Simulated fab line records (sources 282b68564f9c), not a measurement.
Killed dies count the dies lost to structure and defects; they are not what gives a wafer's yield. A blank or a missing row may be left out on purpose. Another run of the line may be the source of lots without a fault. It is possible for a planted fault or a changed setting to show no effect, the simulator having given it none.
Lot-split experiment :: flow rit cmos :: 23 wafers read across 5 lots, on a route 202 steps long

## ON THE SPLIT
At RIT_CONTACT_CVD_00 (deposits SiO2 from TEOS, target thk 400 nm, time 61 s), the setting time s was moved away from the recipe's 61 s on 11 of the 23 wafers read, by -10.9% to +14.8%. The other wafers ran this setting at the recipe's value.

Split to reading: the file shows no intervening step.

## THE READING
Values of CONTACT_TEOS_THK in nm from RIT_CONTACT_THK_MEAS_01. Typical for fault-free wafers on this fab line: 399 nm, with standard deviation 6 nm.

wafer: L075.1
tool, chamber at the split: pecvd-01, 0
time s as run, s: 54.35
against the recipe: -10.9%
CONTACT_TEOS_THK, nm: 340
against lot-mates on the recipe: -57

wafer: L075.3
tool, chamber at the split: pecvd-01, 2
time s as run, s: 61
against the recipe: recipe
CONTACT_TEOS_THK, nm: 393
against lot-mates on the recipe: -

wafer: L075.4
tool, chamber at the split: pecvd-01, 2
time s as run, s: 54.35
against the recipe: -10.9%
CONTACT_TEOS_THK, nm: 358
against lot-mates on the recipe: -39

wafer: L075.5
tool, chamber at the split: pecvd-01, 0
time s as run, s: 61
against the recipe: recipe
CONTACT_TEOS_THK, nm: 395
against lot-mates on the recipe: -

wafer: L075.6
tool, chamber at the split: pecvd-01, 1
time s as run, s: 61
against the recipe: recipe
CONTACT_TEOS_THK, nm: 402
against lot-mates on the recipe: -

wafer: L076.1
tool, chamber at the split: pecvd-04, 1
time s as run, s: 61
against the recipe: recipe
CONTACT_TEOS_THK, nm: 400
against lot-mates on the recipe: -

wafer: L076.2
tool, chamber at the split: pecvd-04, 0,2
time s as run, s: 70.05
against the recipe: +14.8%
CONTACT_TEOS_THK, nm: 447
against lot-mates on the recipe: +48

wafer: L076.3
tool, chamber at the split: pecvd-04, 2
time s as run, s: 70.05
against the recipe: +14.8%
CONTACT_TEOS_THK, nm: 454
against lot-mates on the recipe: +56

wafer: L076.4
tool, chamber at the split: pecvd-04, 0
time s as run, s: 61
against the recipe: recipe
CONTACT_TEOS_THK, nm: 397
against lot-mates on the recipe: -

wafer: L076.5
tool, chamber at the split: pecvd-04, 0,2
time s as run, s: 70.05
against the recipe: +14.8%
CONTACT_TEOS_THK, nm: 464
against lot-mates on the recipe: +66

wafer: L077.1
tool, chamber at the split: pecvd-02, 1
time s as run, s: 63.96
against the recipe: +4.9%
CONTACT_TEOS_THK, nm: 417
against lot-mates on the recipe: +10

wafer: L077.2
tool, chamber at the split: pecvd-02, 2
time s as run, s: 61
against the recipe: recipe
CONTACT_TEOS_THK, nm: 410
against lot-mates on the recipe: -

wafer: L077.3
tool, chamber at the split: pecvd-02, 0
time s as run, s: 63.96
against the recipe: +4.9%
CONTACT_TEOS_THK, nm: 419
against lot-mates on the recipe: +12

wafer: L077.5
tool, chamber at the split: pecvd-02, 0
time s as run, s: 61
against the recipe: recipe
CONTACT_TEOS_THK, nm: 403
against lot-mates on the recipe: -

wafer: L077.6
tool, chamber at the split: pecvd-02, 1
time s as run, s: 63.96
against the recipe: +4.9%
CONTACT_TEOS_THK, nm: 423
against lot-mates on the recipe: +16

wafer: L082.2
tool, chamber at the split: pecvd-04, 0
time s as run, s: 61
against the recipe: recipe
CONTACT_TEOS_THK, nm: 391
against lot-mates on the recipe: -

wafer: L082.5
tool, chamber at the split: pecvd-04, 1
time s as run, s: 61
against the recipe: recipe
CONTACT_TEOS_THK, nm: 397
against lot-mates on the recipe: -

wafer: L082.6
tool, chamber at the split: pecvd-04, 2
time s as run, s: 61
against the recipe: recipe
CONTACT_TEOS_THK, nm: 398
against lot-mates on the recipe: -

wafer: L085.1
tool, chamber at the split: pecvd-04, 2
time s as run, s: 64.63
against the recipe: +6.0%
CONTACT_TEOS_THK, nm: 425
against lot-mates on the recipe: +23

wafer: L085.2
tool, chamber at the split: pecvd-04, 1
time s as run, s: 61
against the recipe: recipe
CONTACT_TEOS_THK, nm: 402
against lot-mates on the recipe: -

wafer: L085.4
tool, chamber at the split: pecvd-04, 2
time s as run, s: 61
against the recipe: recipe
CONTACT_TEOS_THK, nm: 402
against lot-mates on the recipe: -

wafer: L085.5
tool, chamber at the split: pecvd-04, 1
time s as run, s: 64.63
against the recipe: +6.0%
CONTACT_TEOS_THK, nm: 430
against lot-mates on the recipe: +28

wafer: L085.6
tool, chamber at the split: pecvd-04, 0
time s as run, s: 64.63
against the recipe: +6.0%
CONTACT_TEOS_THK, nm: 425
against lot-mates on the recipe: +23
If several chambers appear in one row, that row covers several wafers at once and the file leaves open which wafer was in which chamber.

FIT RESULTS
A straight line over all 23 wafers: CONTACT_TEOS_THK changes by +4.1 nm for each +1% of time s; r = +0.98; the points scatter about the line by 6.1 nm.
The same after taking each lot's own level away (the mean of its wafers on the recipe; 23 wafers): +3.96 nm for each +1%; r = +0.98; scatter 5.2 nm.
Per that fit: largest time s move, reading shift of 59 nm.
Measured against the standard deviation above, the lots' own levels, which go from 395.3 to 406.5 nm, span 1.9 times it.
Consequently the slope shifts little with the lot-to-lot level, the two slopes agreeing.
Check: for one of the wafers moved furthest among these (+14.8%), held out of the fit, the line's prediction against its lot-mates is +59.8 nm. It came out at +48.5 nm against them.

## THESE WAFERS: OTHER SPLITS
Other splits were also applied to these wafers ahead of the reading. Each is held against what the fit with the lots' levels taken away leaves over:
other split on the same wafers: RIT_PSD_IMPLANT_08 dose cm2
wafers away from the commonest value: 5
r with CONTACT_TEOS_THK (lot level and that fit taken away): +0.25

other split on the same wafers: RIT_SILICIDE_SPUTTER_01 power w
wafers away from the commonest value: 7
r with CONTACT_TEOS_THK (lot level and that fit taken away): -0.13

## THE WHOLE CHAIN: every reading that the file lists as answering this split, in the file's order
step: RIT_CONTACT_CVD_00
what it does: deposits SiO2 from TEOS, target thk 400 nm, time 61 s
reading: SiO2_of_CONTACT_CVD_00.thk nm (the simulator's own value, which no gauge read)
change (the file's fit): +3.94 nm for each +1% of the setting
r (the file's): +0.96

step: RIT_CONTACT_THK_MEAS_01
what it does: 
reading: CONTACT_TEOS_THK
change (the file's fit): +3.95 for each +1% of the setting
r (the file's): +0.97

step: RIT_CONTACT_ETCH_11
what it does: etches SiO2 in CHF3/CF4/Ar, stops on TiSi2, target depth 480 nm, time 320 s
reading: CONTACT.feature depth nm (the simulator's own value, which no gauge read)
change (the file's fit): +3.95 nm for each +1% of the setting
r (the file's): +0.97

step: RIT_CONTACT_ETCH_11
what it does: etches SiO2 in CHF3/CF4/Ar, stops on TiSi2, target depth 480 nm, time 320 s
reading: etch.depth nm (the simulator's own value, which no gauge read)
change (the file's fit): +3.94 nm for each +1% of the setting
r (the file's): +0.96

## THE FILE'S OWN FIT
CONTACT_TEOS_THK changes by +3.95 nm for each +1% of time s, r = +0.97.
